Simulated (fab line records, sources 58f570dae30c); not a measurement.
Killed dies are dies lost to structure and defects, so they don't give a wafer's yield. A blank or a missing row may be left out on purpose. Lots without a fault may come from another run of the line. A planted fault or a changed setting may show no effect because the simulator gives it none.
Which tool did it? | flow berkeley_cmos170 | 7 lots, 21 wafers sampled, at 1 step of a route of 331

WHAT THE GAUGES READ, wafer by wafer
UCB170_START_BOW_MEAS_00.
lot  | measured    | on            | INCOMING_BOW (um)
L705 | day 1 15:00 | film_metro-03 | -8 -7 -2
L708 | day 2 06:01 | film_metro-01 | 7 -13 1
L710 | day 2 16:02 | film_metro-01 | -8 14 -2
L712 | day 3 02:01 | film_metro-01 | 5 5 -1
L714 | day 3 12:03 | film_metro-03 | 0 -2 -2
L722 | day 5 04:00 | film_metro-01 | 2 2 -3
L726 | day 6 00:00 | film_metro-03 | 15 -1 -1

WHICH TOOL RAN EACH LOT (tool, then ch and the chambers of the sampled wafers, then the start)
The record holds no process step before these readings.

THE ANSWER, worked out from the rows above alone
Rule: what is usual is taken from the lots themselves. Put in order of their means at a reading, lots are off if they are a third of the lots or fewer, leave a main group of 4 or more, and stand apart from it by a gap of 3 or more times the standard deviation of the main group's means; of several such gaps the widest counts. A main group whose means are all the same, to the digits that the tables above print for the reading, isn't used. A lot without any number at a reading at which 4 lots or more have one is off too. The other lots that the step has rows for count as sound.
No lot is off at any reading shown: from this, nothing can be told.

WHAT THE SIMULATOR HAD PUT IN
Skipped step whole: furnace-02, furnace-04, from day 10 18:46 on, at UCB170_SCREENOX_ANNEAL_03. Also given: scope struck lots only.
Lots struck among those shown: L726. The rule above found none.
